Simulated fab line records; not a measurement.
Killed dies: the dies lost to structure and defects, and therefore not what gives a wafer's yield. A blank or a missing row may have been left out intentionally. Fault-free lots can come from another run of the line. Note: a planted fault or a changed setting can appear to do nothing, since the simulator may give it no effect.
2 desks looking at one fault + flow rit-cmos + every desk sees just its own numbers, and what lay behind them comes last

== FOR THE TOOL OWNER'S DESK: implanter-04 ==
The tool's own readings at RIT_NSD_IMPLANT_08: means of the sampled wafers that have a number, for each lot that ran on this tool. Any lot whose mean is over 4 standard deviations away from the usual mean is out of limits and marked OUT; that distance is given in the brackets.
Columns: A = dose-ions-cm2 at RIT_NSD_IMPLANT_08, usual 9.999e+14; B = end-station-pressure-torr at RIT_NSD_IMPLANT_08, usual 7.5e-06 Torr; C = faraday-current-uA at RIT_NSD_IMPLANT_08, usual 3138
| lot  | first seen here | A                           | B                  | C              |
|------|-----------------|-----------------------------|--------------------|----------------|
| L357 | day 4 19:44     | 1.625e+15 (+99 or more) OUT | 9.3e-06 (+4.5) OUT | 5034 (+33) OUT |
| L358 | day 5 00:46     | 1.625e+15 (+99 or more) OUT | 9.2e-06 (+4.3) OUT | 5019 (+33) OUT |
Finding of this desk: L357, L358 out of limits; the first was L357 at day 4 19:44, on dose-ions-cm2 at RIT_NSD_IMPLANT_08. In limits: none.

== AT THE METROLOGY DESK ==
What the gauges read for every lot (on any tool): the sampled wafers with a number, averaged. Any lot whose mean is over 4 standard deviations away from the usual mean is out of limits and marked OUT; that distance is given in the brackets.
Columns: A = GATE_OVL at RIT_GATE_OVL_MEAS_17, usual -0.9 nm; B = NSD_TW at RIT_NSD_TW_MEAS_10, usual 3119; C = NSD_RS at RIT_SDANNEAL_RS_MEAS_05, usual 84.41 ohm/sq
| lot  | first seen here | A    | B               | C               |
|------|-----------------|------|-----------------|-----------------|
| L348 | day 2 12:54     | -1.3 | 3140            | 84.21           |
| L349 | day 2 18:36     | -2.4 | 3118            | 84.31           |
| L351 | day 3 04:24     | -0.5 | 3131            | 84.65           |
| L357 | day 4 09:34     | -2.1 | 3453 (+11) OUT  | 59.03 (-98) OUT |
| L358 | day 4 14:40     | -0.5 | 3366 (+8.0) OUT | 58.88 (-98) OUT |
| L360 | day 5 02:11     | -1.0 | 3135            | 84.47           |
| L361 | day 5 05:28     | -1.2 | 3082            | 84.62           |
| L362 | day 5 10:29     | -2.9 | 3076            | 84.40           |
| L365 | day 6 03:04     | -0.8 | 3093            | 84.35           |
| L366 | day 6 06:43     | -2.4 | 3185            | 84.23           |
| L368 | day 6 16:25     | -2.5 | 3145            | 84.26           |
| L369 | day 6 21:49     | 0.7  | 3074            | 84.76           |
| L370 | day 7 02:47     | -1.1 | 3138            | 85.18           |
| L371 | day 7 08:36     | 1.2  | 3084            | 84.33           |
This desk's finding: out of limits on L357, L358; first on L357, day 4 20:02 (NSD_TW at RIT_NSD_TW_MEAS_10). L348, L349, L351, L360, L361, L362, L365, L366, L368, L369, L370, L371 stayed within limits.

== PUT TOGETHER ==
On L357, L358, at day 4 19:44, an alarm was possible from the tool owner's desk.
The metrology desk could have raised an alarm at day 4 20:02, on L357, L358.
Every lot named ran RIT_NSD_IMPLANT_08 on implanter-04.

== WHAT THE SIMULATOR PUT IN ==
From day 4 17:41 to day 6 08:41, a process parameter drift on implanter-04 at RIT_NSD_IMPLANT_08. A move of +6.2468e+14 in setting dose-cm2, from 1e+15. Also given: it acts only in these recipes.
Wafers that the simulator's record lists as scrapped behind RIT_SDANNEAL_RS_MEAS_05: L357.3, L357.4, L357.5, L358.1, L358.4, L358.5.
Lots struck among those shown: L357, L358.
Hours from the fault's start to each desk's first reading out of limits: the tool owner's desk, 2; the metrology desk, 2.
